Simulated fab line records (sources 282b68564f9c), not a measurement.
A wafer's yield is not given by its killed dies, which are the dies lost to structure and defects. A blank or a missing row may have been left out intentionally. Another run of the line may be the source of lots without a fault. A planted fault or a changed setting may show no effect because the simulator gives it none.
Split-lot study	flow rit_cmos	22 wafers read across 5 lots, on a route 202 steps long

## THE SPLIT
At RIT_GATE_EXPOSE_13 (exposes mask M6, target cd 150 nm), the setting dose_mj was moved away from the recipe's 380 on 7 of the 22 wafers read, by -5.6% to +7.2%. This setting was run at the recipe's value on the other wafers.

## FROM THE SPLIT TO THE READING: what the file shows between them, 2 steps
- RIT_REOX_OXIDATION_03: target thk 25.2 nm, ox time 5580 s (also split here: ox_time_s)
- RIT_NSD_HARDBAKE_07: time 60 s (also split here: temp_c)

## THE READING
etest.nmos_0p15.r_on_ohm_um (the simulator's own value, which no gauge read), at RIT_M1_PROBE_99. There is no usual value for it anywhere in the file. Across the 15 wafers here that went through the recipe, the average is 1108.1 and the standard deviation 46.

wafer	tool, chamber at the split	dose_mj as run	against the recipe	etest.nmos_0p15.r_on_ohm_um	against lot-mates on the recipe
L078.1	iline_stepper-01, 0	380	recipe	1081	-
L078.3	iline_stepper-01, 0	406.8	+7.1%	877.7	-202.6
L078.4	iline_stepper-01, 0	380	recipe	1071	-
L078.6	iline_stepper-01, 0	380	recipe	1089	-
L080.2	iline_stepper-01, 0	407.5	+7.2%	874.8	-191.9
L080.3	iline_stepper-01, 0	380	recipe	1054	-
L080.4	iline_stepper-01, 0	407.5	+7.2%	893.6	-173.1
L080.5	iline_stepper-01, 0	380	recipe	1116	-
L080.6	iline_stepper-01, 0	380	recipe	1030	-
L082.1	iline_stepper-02, 0	380	recipe	1136	-
L082.5	iline_stepper-02, 0	380	recipe	1159	-
L082.6	iline_stepper-02, 0	380	recipe	1138	-
L084.2	iline_stepper-01, 0	405.7	+6.8%	834.3	-244.7
L084.3	iline_stepper-01, 0	380	recipe	1067	-
L084.4	iline_stepper-01, 0	380	recipe	1074	-
L084.5	iline_stepper-01, 0	405.7	+6.8%	853.7	-225.3
L084.6	iline_stepper-01, 0	380	recipe	1096	-
L085.1	iline_stepper-01, 0	380	recipe	1171	-
L085.2	iline_stepper-01, 0	380	recipe	1196	-
L085.3	iline_stepper-01, 0	380	recipe	1144	-
L085.5	iline_stepper-01, 0	358.9	-5.6%	1392	+221.7
L085.6	iline_stepper-01, 0	358.9	-5.6%	1461	+290.7

FIT RESULTS
A straight line over all 22 wafers: etest.nmos_0p15.r_on_ohm_um changes by -40.3 for each +1% of dose_mj; r = -0.94; the points scatter about the line by 54.
The same after taking each lot's own level away (the mean of its wafers on the recipe; 22 wafers): -33.8 for each +1%; r = -0.97; scatter 34.
Per that fit: largest dose_mj move, reading shift of 2.4e+02.
Measured against the standard deviation above, the lots' own levels, which go from 1066.67 to 1170.33, span 2.3 times it.
In other words, the slope is changed by the lot-to-lot level; the two fits disagree.
Check: for one of the wafers moved furthest among these (+7.2%), held out of the fit, the line's prediction against its lot-mates is -241. Against them it came out at -192.

## OTHER SPLITS APPLIED TO THESE WAFERS
Other splits were also applied to these wafers ahead of the reading. Each is held against what the fit with the lots' levels taken away leaves over:
other split on the same wafers	wafers away from the commonest value	r with etest.nmos_0p15.r_on_ohm_um (lot level and that fit taken away)
RIT_ACTIVE_SOFTBAKE_07 temp_c	5	+0.08
RIT_ACTIVE_DEVELOP_10 develop_time_s	5	+0.16
RIT_FOX2_OXIDATION_00 ox_time_s	17	-0.12
RIT_NWELL_IMPLANT_08 dose_cm2	8	-0.27
RIT_PWELL_SOFTBAKE_02 temp_c	11	+0.11
RIT_NRETRO_COAT_01 resist_thk_nm	7	+0.22
RIT_NRETRO_IMPLANT_08 energy_kev	9	-0.02
RIT_GATE_WET_ETCH_00 time_s	14	+0.10
RIT_REOX_OXIDATION_03 ox_time_s	17	+0.03
RIT_NSD_HARDBAKE_07 temp_c	10	-0.17

## THE WHOLE CHAIN: every reading that the file lists as answering this split, in the file's order
step	what it does	reading	change (the file's fit)	r (the file's)
RIT_M1_PROBE_99		etest.pmos_0p3.r_on_ohm_um (the simulator's own value, which no gauge read)	-65.4 for each +1% of the setting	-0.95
RIT_M1_PROBE_99		etest.pmos_0p15.r_on_ohm_um (the simulator's own value, which no gauge read)	-116 for each +1% of the setting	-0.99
RIT_M1_PROBE_99		etest.nmos_0p3.r_on_ohm_um (the simulator's own value, which no gauge read)	-18.7 for each +1% of the setting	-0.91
RIT_M1_PROBE_99		etest.nmos_0p15.drive_ua_um (the simulator's own value, which no gauge read)	+26.7 for each +1% of the setting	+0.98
RIT_M1_PROBE_99		etest.pmos_turned.r_on_ohm_um (the simulator's own value, which no gauge read)	-117 for each +1% of the setting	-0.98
RIT_M1_PROBE_99		etest.npoly_line.line_ohm_um (the simulator's own value, which no gauge read)	+13.4 for each +1% of the setting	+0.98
RIT_M1_PROBE_99		etest.nmos_0p15.r_on_ohm_um (the simulator's own value, which no gauge read)	-32.7 for each +1% of the setting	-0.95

## FILE'S OWN FIT
etest.nmos_0p15.r_on_ohm_um changes by -32.7 for each +1% of dose_mj, r = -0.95.
